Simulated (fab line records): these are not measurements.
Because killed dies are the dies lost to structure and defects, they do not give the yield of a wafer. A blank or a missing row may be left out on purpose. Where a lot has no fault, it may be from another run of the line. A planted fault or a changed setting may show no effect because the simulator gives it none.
Comparing a struck lot with a sound one -- flow berkeley-cmos170 -- 17 steps out of a route of 331
Sound: the wafers L108.3, L108.5, L108.6. Struck: wafer L117.1. Last of all comes the cause.
Order at every step that has rows: each side's tool, ch and its chambers, its first start. Under that, the readings that differ: sound wafers -- struck wafers -- difference of the means -- sigmas: that difference in standard deviations of wafers without a fault.
alike: words and numbers the same on both sides, and readings whose means are apart by under 2 such deviations; not compared: readings that were withheld, readings missing a value for some wafer, numbers with overlapping values and no deviation given by the record, and bounds like >300 which may hide the same value.
A row with sigmas, a row that says differs or no value, or rows on one side alone: a step with any of these is where the two part. Non-overlapping numbers with no deviation appear without sigmas and do not part them. A reading that every wafer of one side lacks parts them only if that side has two wafers or more.

first, 5 steps without rows for these wafers: UCB170_CONTACT_COAT_10 (resist thk 900 nm); UCB170_CONTACT_SOFTBAKE_11 (time 60 s); UCB170_CONTACT_EXPOSE_12 (exposes mask CONT, target cd 700 nm); UCB170_CONTACT_PEB_13; UCB170_CONTACT_DEVELOP_14 (develop time 45 s).
UCB170_CONTACT_CD_MEAS_15: the cd target is 700 nm.
  sound: cd-sem-02 at day 8 20:31; struck: cd-sem-02 at day 10 05:05
  alike: cd-nm
UCB170_CONTACT_OVL_MEAS_16:
  sound: overlay-02 at day 8 20:37; struck: overlay-01 at day 10 05:13
  alike: CONTACT_OVL
UCB170_CONTACT_ETCH_17: etches BARC in N2/H2.
  sound on rie-diel-04 ch 1,3, day 8 20:38; struck on rie-diel-04 ch 2, day 10 05:15
reading,sound,struck,difference,sigmas
bias-w (W),99.5 99.4 99.5,100.1,+0.6,+2
h2-flow-sccm (sccm),199.1 200.1 199.8,201.1,+1.4,+2
throttle-valve-pct (%),13.34 13.23 13.33,13.09,-0.21,-3
  alike: drypump-motor-current-A, oes-product-au
UCB170_CONTACT_ETCH_18: etches PSG in CHF3/CF4/Ar, stops on TiSi2, target depth 840 nm, time 195 s.
  sound on rie-diel-04 ch 1,3; struck on rie-diel-04 ch 2
  alike: drypump-motor-current-A, oes-product-au, throttle-valve-pct
  not compared: rf-hours-counter-h
UCB170_CONTACT_STRIP_19: strips in O2.
  sound on plasma-asher-01 ch 0,1, day 8 20:50; struck on plasma-asher-01 ch 0, day 10 05:25
reading,sound,struck,difference,sigmas
rf-hours-counter-h (h),- - -,52,no value on the sound wafers,
  alike: drypump-motor-current-A, oes-product-au
UCB170_CONTACT_CD_MEAS_90: the cd target is 700 nm.
  sound: cd-sem-01 at day 8 20:56; struck: cd-sem-02 at day 10 05:31
  alike: cd-nm
then, 1 step without rows for these wafers: UCB170_CONTACT_CLEAN_20 (cleans in SPM, time 600 s).
UCB170_M1_SPUTTER_00: material Al, target thk 600 nm, time 80 s.
  sound: pvd-sputter-01 at day 8 21:12; struck: pvd-sputter-04 at day 10 05:50
reading,sound,struck,difference,sigmas
model.Al_of_M1_SPUTTER_00.thk-nm (nm),612.4 614.8 604.8,560.6,-50.1,
  alike: throttle-valve-pct
UCB170_M1_RS_MEAS_01: a four-point-probe measurement.
  sound: film-metro-04 at day 8 21:18; struck: film-metro-04 at day 10 05:53
reading,sound,struck,difference,sigmas
M1_AL_RS (ohm/sq),0.0475 0.0474 0.0481,0.0520,+0.0043,+6
UCB170_M1_THK_MEAS_02: measures by xrf.
  sound: film-metro-04 at day 8 21:24; struck: film-metro-04 at day 10 06:01
reading,sound,struck,difference,sigmas
M1_AL_THK (nm),600 597 590,547,-49,-5
next, for these wafers, 1 step has no rows: UCB170_M1_COAT_03.
UCB170_M3_PROBE_99:
  rows exist in the record for the sound wafers here (prober-01, day 9 13:52), none for the struck ones

## WHERE THEY PART
Last at UCB170_M3_PROBE_99 as far as this record goes, first at UCB170_CONTACT_ETCH_17.

WHY: what had been put in by the simulator
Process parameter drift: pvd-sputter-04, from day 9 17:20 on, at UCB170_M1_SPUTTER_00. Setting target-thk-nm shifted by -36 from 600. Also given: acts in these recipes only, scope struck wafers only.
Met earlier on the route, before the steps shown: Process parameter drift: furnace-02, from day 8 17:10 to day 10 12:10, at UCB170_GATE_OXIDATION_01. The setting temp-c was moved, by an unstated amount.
